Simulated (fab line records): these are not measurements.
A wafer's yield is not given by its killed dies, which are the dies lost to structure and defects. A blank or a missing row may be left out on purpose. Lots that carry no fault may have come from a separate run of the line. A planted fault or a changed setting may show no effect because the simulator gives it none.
Split-lot study + flow berkeleyCmos170 + route with 331 steps; 5 lots, 23 wafers read

== THE SPLIT ITSELF ==
At UCB170_M3_SPUTTER_01 (material Al, target thk 900 nm, time 120 s), the setting powerW was moved away from the recipe's 6000 W on 5 of the 23 wafers read, by -5.7% to +5.3%. The other wafers ran this setting at the recipe's value.

== SPLIT TO READING: what lies between them in the file, 1 step ==
- UCB170_M3_RS_MEAS_02: measures by four-point-probe

== THE READING ==
M3_AL_THK, in nm, at UCB170_M3_THK_MEAS_03 (measures by xrf). A value of 893 nm with a standard deviation of 10 nm is what fault-free wafers of this fab line usually give.

| wafer  | tool, chamber at the split | powerW as run, W | against the recipe | M3_AL_THK, nm | against lot-mates on the recipe |
|--------|----------------------------|------------------|--------------------|---------------|---------------------------------|
| L074.1 | pvdSputter-01, -           | 6000             | recipe             | 919           | -                               |
| L074.2 | pvdSputter-01, -           | 5656             | -5.7%              | 866           | -46                             |
| L074.4 | pvdSputter-01, -           | 5656             | -5.7%              | 867           | -45                             |
| L074.5 | pvdSputter-01, -           | 6000             | recipe             | 912           | -                               |
| L074.6 | pvdSputter-01, -           | 6000             | recipe             | 906           | -                               |
| L076.1 | pvdSputter-01, -           | 6000             | recipe             | 900           | -                               |
| L076.2 | pvdSputter-01, -           | 6318             | +5.3%              | 948           | +48                             |
| L076.3 | pvdSputter-01, -           | 6318             | +5.3%              | 951           | +51                             |
| L076.5 | pvdSputter-01, -           | 6000             | recipe             | 900           | -                               |
| L076.6 | pvdSputter-01, -           | 6318             | +5.3%              | 951           | +51                             |
| L083.1 | pvdSputter-01, -           | 6000             | recipe             | 905           | -                               |
| L083.2 | pvdSputter-01, -           | 6000             | recipe             | 893           | -                               |
| L083.3 | pvdSputter-01, -           | 6000             | recipe             | 892           | -                               |
| L083.5 | pvdSputter-01, -           | 6000             | recipe             | 891           | -                               |
| L083.6 | pvdSputter-01, -           | 6000             | recipe             | 906           | -                               |
| L085.1 | pvdSputter-03, -           | 6000             | recipe             | 886           | -                               |
| L085.2 | pvdSputter-03, -           | 6000             | recipe             | 896           | -                               |
| L085.4 | pvdSputter-03, -           | 6000             | recipe             | 895           | -                               |
| L084.1 | pvdSputter-04, -           | 6000             | recipe             | 881           | -                               |
| L084.2 | pvdSputter-04, -           | 6000             | recipe             | 878           | -                               |
| L084.3 | pvdSputter-04, -           | 6000             | recipe             | 874           | -                               |
| L084.4 | pvdSputter-04, -           | 6000             | recipe             | 874           | -                               |
| L084.5 | pvdSputter-04, -           | 6000             | recipe             | 877           | -                               |

FIT RESULTS
A straight line over all 23 wafers: M3_AL_THK changes by +7.95 nm for each +1% of powerW; r = +0.84; the points scatter about the line by 14 nm.
The same after taking each lot's own level away (the mean of its wafers on the recipe; 23 wafers): +8.78 nm for each +1%; r = +0.98; scatter 4.7 nm.
The reading moves by 50 nm for the largest change in powerW, on that fit.
Across the lots, their own levels run from 876.8 to 912.3 nm, a range of 3.6 times the standard deviation given above.
So the lot-to-lot level changes the slope little: the two slopes agree.
Check: -50.7 nm against its lot-mates is what the line predicts for one of the wafers moved furthest among these (-5.7%) when that wafer is left out of the fit. Against them it came out at -46.3 nm.

== THE WHOLE CHAIN: every reading that the file lists as answering this split, in the file's order ==
| step                  | what it does                               | reading                                                                    | change (the file's fit)               | r (the file's) |
|-----------------------|--------------------------------------------|----------------------------------------------------------------------------|---------------------------------------|----------------|
| UCB170_M3_SPUTTER_01  | material Al, target thk 900 nm, time 120 s | Al_of_M3_SPUTTER_01.thkNm (the simulator's own value, which no gauge read) | +9.33 nm for each +1% of the setting  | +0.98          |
| UCB170_M3_RS_MEAS_02  | measures by four-point-probe               | M3_AL_RS                                                                   | -0.000333 for each +1% of the setting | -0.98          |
| UCB170_M3_THK_MEAS_03 | measures by xrf                            | M3_AL_THK                                                                  | +8.67 for each +1% of the setting     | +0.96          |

== THE FILE'S OWN FIT ==
M3_AL_THK changes by +8.67 nm for each +1% of powerW, r = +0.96.
